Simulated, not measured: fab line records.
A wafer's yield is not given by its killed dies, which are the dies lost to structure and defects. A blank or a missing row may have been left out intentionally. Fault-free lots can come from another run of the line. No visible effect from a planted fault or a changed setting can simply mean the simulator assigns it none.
Problem report in the 8D (eight disciplines) form, filled by code :: flow berkeley_cmos170 :: the parts of the form that need people (team, actions taken, sign-off) are left out

## 1. THE PROBLEM
Wafers without a fault read 0.721 a.u. with a standard deviation of 0.0048, while oes_product_au at UCB170_M1_STRIP_13 averages 0.792 a.u. across 2 wafers of 1 lot. Measured from the usual mean, that is +15 standard deviations.
The step: strips in O2.
First seen on wafer L816.2, day 10 15:04, on plasma_asher-03. The record has a number at this step for 39 wafers belonging to 13 lots. By rule, "out" or "out of limits" means more than 4 standard deviations away from the usual mean. All remaining wafers that have a number are taken as sound.

## 2. WHAT IT IS, AND WHAT IT ISN'T
question: which readings at this step
is: oes_product_au
is not: chamber_pressure_mTorr, drypump_motor_current_A

question: which lots
is: L816
is not: L802, L803, L804, L805, L806, L807, L809, L811, L815, L820, L821, L825

question: which wafers of those lots
is: L816.2, L816.6
is not: L816.5

question: read on which tools
is: plasma_asher-03
is not: plasma_asher-02, plasma_asher-04

question: when
is: from day 10 15:04
is not: up to then (28 sound wafers); but 9 sound wafers of L820, L821, L825 came after

## 3. SUSPECTS, AND WHAT RULES EACH OUT
Counting: if a tool at a process step up to the reading ran every lot that is out, it stays a suspect. Sound lots after the first of them don't rule it out here, since some wafers of a struck lot are sound.
- plasma_asher-01 at UCB170_CONTACT_STRIP_19 (strips in O2): kept. It processed L816, the lot that is out, at day 10 13:05, and its most recent sound lot before then was L803 at day 7 19:37.
- plasma_asher-03 at UCB170_M1_STRIP_13 (strips in O2): kept. It processed L816, the lot that is out, at day 10 15:04, and its most recent sound lot before then was L806 at day 8 01:24. On those wafers its own readings are out: oes_product_au.
- At UCB170_M1_STRIP_13 on plasma_asher-03, chamber 1 took the sound wafers of the same lots and chamber 0 took the wafers that are out.
Remaining after the count are plasma_asher-01 at UCB170_CONTACT_STRIP_19 and plasma_asher-03 at UCB170_M1_STRIP_13.

## 4. THE CAUSE (what the simulator had put in)
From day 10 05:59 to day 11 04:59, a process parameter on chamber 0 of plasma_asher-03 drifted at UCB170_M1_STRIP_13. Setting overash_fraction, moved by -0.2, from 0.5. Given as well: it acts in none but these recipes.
This tool is one of the 2 suspects left after counting.

## 5. SEQUENCE OF EFFECTS, ordered by route
One row per reading whose mean, taken over the struck wafers that have a number, lies over 3 standard deviations from the usual. Only readings whose record carries a usual standard deviation are examined. hours: median over the lots of the time between each lot's start at the first step of this table that gives one and its start at this step. sigmas: the change, counted in usual standard deviations.
hours: 0
step: UCB170_M1_STRIP_13
reading: oes_product_au
usual: 0.721 a.u.
on struck wafers: 0.792
change: +0.071
sigmas: +15
Process steps it contains:
- UCB170_M1_STRIP_13: strips in O2.

## 6. WHAT WOULD HAVE CAUGHT IT SOONER
First out-of-limits reading in this record: day 10 15:04, which is 9 hours after fault onset at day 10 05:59.
